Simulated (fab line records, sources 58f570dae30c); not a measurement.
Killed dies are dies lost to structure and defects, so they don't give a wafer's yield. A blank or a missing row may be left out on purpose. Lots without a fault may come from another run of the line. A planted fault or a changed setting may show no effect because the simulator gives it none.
Which tool did it? | flow berkeley_cmos170 | 13 lots, 39 wafers sampled, at 3 steps of a route of 331

WHAT THE GAUGES READ, wafer by wafer
UCB170_V1_BOW_MEAS_03. Usual: V1_BOW 18 um, standard deviation 6.4.
lot  | measured     | on            | V1_BOW (um) | flag
L877 | day 8 08:56  | film_metro-02 | 28 19 20    |
L878 | day 8 20:25  | film_metro-02 | 21 22 14    |
L879 | day 8 17:35  | film_metro-04 | 18 28 24    |
L880 | day 9 07:57  | film_metro-02 | 9 19 17     |
L886 | day 10 19:05 | film_metro-03 | 21 13 18    |
L889 | day 11 13:26 | film_metro-04 | 24 21 16    |
L890 | day 11 19:41 | film_metro-02 | 12 16 13    |
L893 | day 12 18:49 | film_metro-04 | 16 9 22     |
L894 | day 12 15:28 | film_metro-03 | 7 14 11     |
L895 | day 12 17:28 | film_metro-03 | 20 26 14    |
L897 | day 12 20:07 | film_metro-03 | 23 16 20    |
L899 | day 14 11:53 | film_metro-04 | 21 3 28     |
L900 | day 14 22:56 | film_metro-03 | 14 19 15    |

WHICH TOOL RAN EACH LOT (tool, then ch and the chambers of the sampled wafers, then the start)
lot  | UCB170_ZERO_STRIP_07                | UCB170_PWELL_WET_ETCH_20
L877 | plasma_asher-02 ch 0,1, day 1 20:22 | wet_bench-04 ch 3, day 3 15:56
L878 | plasma_asher-02 ch 1, day 2 03:20   | wet_bench-01 ch 0, day 4 02:22
L879 | plasma_asher-04 ch 0,1, day 2 09:08 | wet_bench-04 ch 2, day 4 00:32
L880 | plasma_asher-03 ch 0, day 2 15:40   | wet_bench-04 ch 0, day 4 11:31
L886 | plasma_asher-03 ch 0,1, day 3 20:11 | wet_bench-04 ch 3, day 5 15:05
L889 | plasma_asher-03 ch 0,1, day 4 06:24 | wet_bench-01 ch 2, day 5 23:59
L890 | plasma_asher-03 ch 0,1, day 4 17:42 | wet_bench-02 ch 0, day 6 08:35
L893 | plasma_asher-02 ch 0,1, day 5 07:30 | wet_bench-02 ch 2, day 6 20:47
L894 | plasma_asher-03 ch 0,1, day 5 07:44 | wet_bench-02 ch 0, day 6 20:47
L895 | plasma_asher-04 ch 0,1, day 5 18:49 | wet_bench-02 ch 0, day 7 05:55
L897 | plasma_asher-04 ch 0,1, day 5 23:34 | wet_bench-02 ch 0, day 7 12:40
L899 | plasma_asher-03 ch 0,1, day 6 08:50 | wet_bench-01 ch 1, day 8 01:31
L900 | plasma_asher-04 ch 0,1, day 6 21:07 | wet_bench-01 ch 2, day 8 12:54
- UCB170_ZERO_STRIP_07: strips in O2.
- UCB170_PWELL_WET_ETCH_20: etches SiO2 in BOE, time 22 s.

WHAT THE TOOLS THEMSELVES READ (means of the sampled wafers that have a number; where no wafer has one, the mark that the record gives instead)
UCB170_ZERO_STRIP_07. Usual: drypump_motor_current_A 5.8 A, standard deviation 0.5; oes_product_au 0.728 a.u., standard deviation 0.005; strip_time_to_endpoint_s 21.44 s, standard deviation 0.055.
lot  | tool            | drypump_motor_current_A (A) | oes_product_au (a.u.) | strip_time_to_endpoint_s (s) | flag
L877 | plasma_asher-02 | 5.5                         | 0.724                 | 21.42                        |
L878 | plasma_asher-02 | 6.1                         | 0.735                 | 21.44                        |
L879 | plasma_asher-04 | 5.7                         | 0.724                 | 21.50                        |
L880 | plasma_asher-03 | 6.5                         | 0.728                 | 21.44                        |
L886 | plasma_asher-03 | 5.9                         | 0.725                 | 21.48                        |
L889 | plasma_asher-03 | 6.2                         | 0.726                 | 21.33                        |
L890 | plasma_asher-03 | 6.2                         | 0.731                 | 21.39                        |
L893 | plasma_asher-02 | 5.8                         | 0.729                 | 21.41                        |
L894 | plasma_asher-03 | 5.9                         | 0.729                 | 21.46                        |
L895 | plasma_asher-04 | 5.4                         | 0.727                 | 21.39                        |
L897 | plasma_asher-04 | 5.3                         | 0.726                 | 21.46                        |
L899 | plasma_asher-03 | 5.9                         | 0.731                 | 21.38                        |
L900 | plasma_asher-04 | 5.7                         | 0.731                 | 21.46                        |

UCB170_PWELL_WET_ETCH_20. Usual: run_length_s 49.2 s, standard deviation 0.6.
lot  | tool         | run_length_s (s) | flag
L877 | wet_bench-04 | 48.9             |
L878 | wet_bench-01 | 50.1             |
L879 | wet_bench-04 | 49.1             |
L880 | wet_bench-04 | 48.6             |
L886 | wet_bench-04 | 33.1             | OFF
L889 | wet_bench-01 | 49.1             |
L890 | wet_bench-02 | 50.0             |
L893 | wet_bench-02 | 49.5             |
L894 | wet_bench-02 | 49.3             |
L895 | wet_bench-02 | 49.1             |
L897 | wet_bench-02 | 48.9             |
L899 | wet_bench-01 | 48.9             |
L900 | wet_bench-01 | 49.2             |

THE ANSWER, worked out from the rows above alone
Rule: a lot is off if the mean of its wafers that have a number lies more than 3 standard deviations from the usual mean. A lot without any number at a reading at which 4 lots or more have one is off too. The other lots that the step has rows for count as sound. The gauges are gone through in route order, then the tools' own readings, and for those a lot's mean is taken as printed above. The first step at which some lot is off is used, and at that step the reading that is off furthest; a lot without a number counts as furthest.
Off: L886, at UCB170_PWELL_WET_ETCH_20 (run_length_s).
A tool fits if, at that step or a process step before it, it ran every lot that is off, and no sound lot after the first of them. One fits: wet_bench-04 at UCB170_PWELL_WET_ETCH_20. Its last sound lot is L880 (day 4 11:31), its first lot that is off L886 (day 5 15:05): a fault that began between those two fits.
The tool's own readings at UCB170_PWELL_WET_ETCH_20 bear it out: on the lots that are off they differ by more than 5 times the standard deviation of the sound lots' means. run_length_s reads 33.1 s there against 49.2 s on the sound lots.

WHAT THE SIMULATOR HAD PUT IN
Process parameter drift: wet_bench-04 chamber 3, from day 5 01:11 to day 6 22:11, at UCB170_PWELL_WET_ETCH_20. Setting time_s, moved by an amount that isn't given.
Lots struck among those shown: L886. The rule above found the same.
